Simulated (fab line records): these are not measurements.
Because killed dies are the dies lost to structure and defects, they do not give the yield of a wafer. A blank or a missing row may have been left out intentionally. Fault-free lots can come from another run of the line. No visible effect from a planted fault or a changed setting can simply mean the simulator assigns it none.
Shared-tool check | flow berkeley cmos170 | 45 wafers sampled across 15 lots

== WHY IT WAS OPENED ==
Of 15 lots, 3 have the reading NWELL_NITRIDE_THK flagged at UCB170_NWELL_THK_MEAS_05. Fault-free wafers read 222.3 nm, with a standard deviation of 2.1.
Rule: flag the lot when none of its wafers has a number, or when each of its wafers that has one lies beyond 4 standard deviations from that mean. The rest of the lots are taken to be sound.

lot  | measured    | on            | NWELL_NITRIDE_THK (nm), wafer by wafer | flag
L320 | day 2 04:55 | film metro-02 | 222.3 220.7 221.7                      |
L319 | day 2 04:56 | film metro-01 | 225.9 226.4 225.5                      |
L321 | day 2 14:06 | film metro-01 | 221.7 222.0 222.2                      |
L324 | day 3 04:38 | film metro-01 | 221.8 220.2 222.3                      |
L325 | day 3 13:17 | film metro-01 | 222.8 223.2 221.6                      |
L326 | day 3 19:49 | film metro-02 | 225.1 223.8 223.7                      |
L328 | day 4 01:16 | film metro-02 | 221.8 224.5 222.5                      |
L327 | day 4 01:16 | film metro-04 | 222.4 221.9 222.0                      |
L329 | day 4 07:30 | film metro-01 | 223.7 220.9 221.8                      |
L331 | day 4 15:49 | film metro-02 | 221.5 224.3 224.0                      |
L330 | day 4 15:49 | film metro-01 | 222.4 222.3 223.6                      |
L332 | day 4 22:11 | film metro-04 | 220.4 219.4 218.7                      |
L338 | day 6 02:51 | film metro-01 | 180.9 180.2 180.2                      | FLAGGED
L337 | day 6 02:52 | film metro-04 | 181.2 181.3 181.3                      | FLAGGED
L341 | day 6 20:13 | film metro-01 | 181.8 179.0 178.5                      | FLAGGED
The mean of the flagged lots' numbers is 180.5 nm, -41.8 nm from the usual (-20 standard deviations).

== LOT BY LOT: THE TOOL USED ==
The record keeps 1 process step preceding the reading, out of 331 steps on the route. Cell contents, in order: the tool; ch with the chambers the sampled wafers went through; the start.
lot  | flag    | UCB170_NWELL_CVD_04
L320 |         | lpcvd-02 ch 0, day 2 02:59
L319 |         | lpcvd-02 ch 1, day 2 02:59
L321 |         | lpcvd-01 ch 1, day 2 12:10
L324 |         | lpcvd-02 ch 1, day 3 02:42
L325 |         | lpcvd-02 ch 1, day 3 11:19
L326 |         | lpcvd-02 ch 1, day 3 17:52
L328 |         | lpcvd-02 ch 1, day 3 23:19
L327 |         | lpcvd-02 ch 1, day 3 23:19
L329 |         | lpcvd-02 ch 1, day 4 05:34
L331 |         | lpcvd-02 ch 1, day 4 13:53
L330 |         | lpcvd-02 ch 0, day 4 13:53
L332 |         | lpcvd-02 ch 0, day 4 20:15
L338 | FLAGGED | lpcvd-02 ch 0, day 6 00:55
L337 | FLAGGED | lpcvd-02 ch 0, day 6 00:55
L341 | FLAGGED | lpcvd-02 ch 0, day 6 18:16
These steps, and what they do:
- UCB170_NWELL_CVD_04: deposits Si3N4 from SiH2Cl2/NH3, target thk 224 nm, time 3360 s.
- UCB170_NWELL_THK_MEAS_05

== FLAGGED AGAINST TOTAL, ONE TOOL AT A TIME (gauges that did the reading follow at the end) ==
step                     | tool          | lots run | flagged | share of the flagged lots | sound lots run after its first flagged lot
UCB170_NWELL_CVD_04      | lpcvd-01      | 1        | 0       | none                      | -
UCB170_NWELL_CVD_04      | lpcvd-02      | 14       | 3       | all                       | 0
UCB170_NWELL_THK_MEAS_05 | film metro-01 | 8        | 2       | some                      | 0
UCB170_NWELL_THK_MEAS_05 | film metro-02 | 4        | 0       | none                      | -
UCB170_NWELL_THK_MEAS_05 | film metro-04 | 3        | 1       | some                      | 0

== WHAT THE TABLE PERMITS ==
In the table, 1 row covers all flagged lots: lpcvd-02 at UCB170_NWELL_CVD_04.
- lpcvd-02 at UCB170_NWELL_CVD_04: 3 of its 14 lots flagged. Its last sound lot is L332 (day 4 20:15), its first flagged lot L337 (day 6 00:55): a fault that began between those two fits.
What remains is a single tool, lpcvd-02 at UCB170_NWELL_CVD_04.

== WHAT THE SIMULATOR HAD PUT IN ==
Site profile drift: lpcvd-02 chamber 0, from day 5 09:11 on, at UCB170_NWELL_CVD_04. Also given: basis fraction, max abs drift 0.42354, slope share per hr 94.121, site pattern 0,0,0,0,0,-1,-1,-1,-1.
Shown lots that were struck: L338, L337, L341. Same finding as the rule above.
